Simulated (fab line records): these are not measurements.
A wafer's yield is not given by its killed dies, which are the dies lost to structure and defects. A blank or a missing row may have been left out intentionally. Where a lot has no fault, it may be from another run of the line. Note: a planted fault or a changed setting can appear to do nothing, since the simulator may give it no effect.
Which tool is to blame? | flow berkeley cmos170 | 45 wafers sampled from 15 lots at 1 step of a route of 331

## WHAT EACH GAUGE READ, for each wafer
Not one reading of a measure or inspect step in the record can be checked against a usual standard deviation.

## WHICH TOOL RAN EACH LOT (tool, then ch and the chambers of the sampled wafers, then the start)
lot  | UCB170_PLDD_DEVELOP_05
L989 | litho track-03 ch 0, day 6 17:00
L991 | litho track-03 ch 0, day 8 11:00
L992 | litho track-01 ch 0, day 8 11:00
L997 | litho track-04, day 9 10:00
L999 | litho track-04, day 9 21:00
L100 | litho track-03, day 9 21:00
L102 | litho track-03 ch 0, day 9 21:00
L105 | litho track-03 ch 0, day 10 21:00
L104 | litho track-01 ch 0, day 10 22:00
L107 | litho track-01 ch 0, day 11 05:00
L106 | litho track-03 ch 0, day 11 06:00
L108 | litho track-03 ch 0, day 11 13:00
L111 | litho track-03 ch 0, day 12 03:00
L110 | litho track-01 ch 0, day 12 04:00
L112 | litho track-01 ch 0, day 13 00:00
- UCB170_PLDD_DEVELOP_05: develop time 45 s.

## AS READ BY THE TOOLS THEMSELVES (means over the sampled wafers that have a number; for cases with no such wafer, the mark the record gives instead)
UCB170_PLDD_DEVELOP_05. Usual: chill plate temp C 23.02 C, standard deviation 0.11.
lot  | tool           | chill plate temp C (C) | flag
L989 | litho track-03 | 22.96                  |
L991 | litho track-03 | 23.11                  |
L992 | litho track-01 | 22.99                  |
L997 | litho track-04 | -                      | OFF
L999 | litho track-04 | -                      | OFF
L100 | litho track-03 | -                      | OFF
L102 | litho track-03 | 23.04                  |
L105 | litho track-03 | 23.02                  |
L104 | litho track-01 | 23.10                  |
L107 | litho track-01 | 23.10                  |
L106 | litho track-03 | 23.06                  |
L108 | litho track-03 | 23.02                  |
L111 | litho track-03 | 23.05                  |
L110 | litho track-01 | 23.00                  |
L112 | litho track-01 | 23.09                  |

## THE ANSWER, worked out from the rows above alone
Rule: lot off if the mean of its wafers having a number is beyond 3 standard deviations from the usual mean. A lot without any number at a reading at which 4 lots or more have one is off too. The other lots that the step has rows for count as sound. The gauges are gone through in route order, then the tools' own readings, and for those a lot's mean is taken as printed above. The first step at which some lot is off is used, and at that step the reading that is off furthest; a lot without a number counts as furthest.
Off, at UCB170_PLDD_DEVELOP_05 on chill plate temp C: L997, L999, L100. Without a number there: L997, L999, L100.
If a tool, at that step or one of the process steps before it, ran each lot that is off and ran no sound lot following the first of them, it fits. Not one of the candidates tried fits.

## WHAT THE SIMULATOR HAD INSERTED
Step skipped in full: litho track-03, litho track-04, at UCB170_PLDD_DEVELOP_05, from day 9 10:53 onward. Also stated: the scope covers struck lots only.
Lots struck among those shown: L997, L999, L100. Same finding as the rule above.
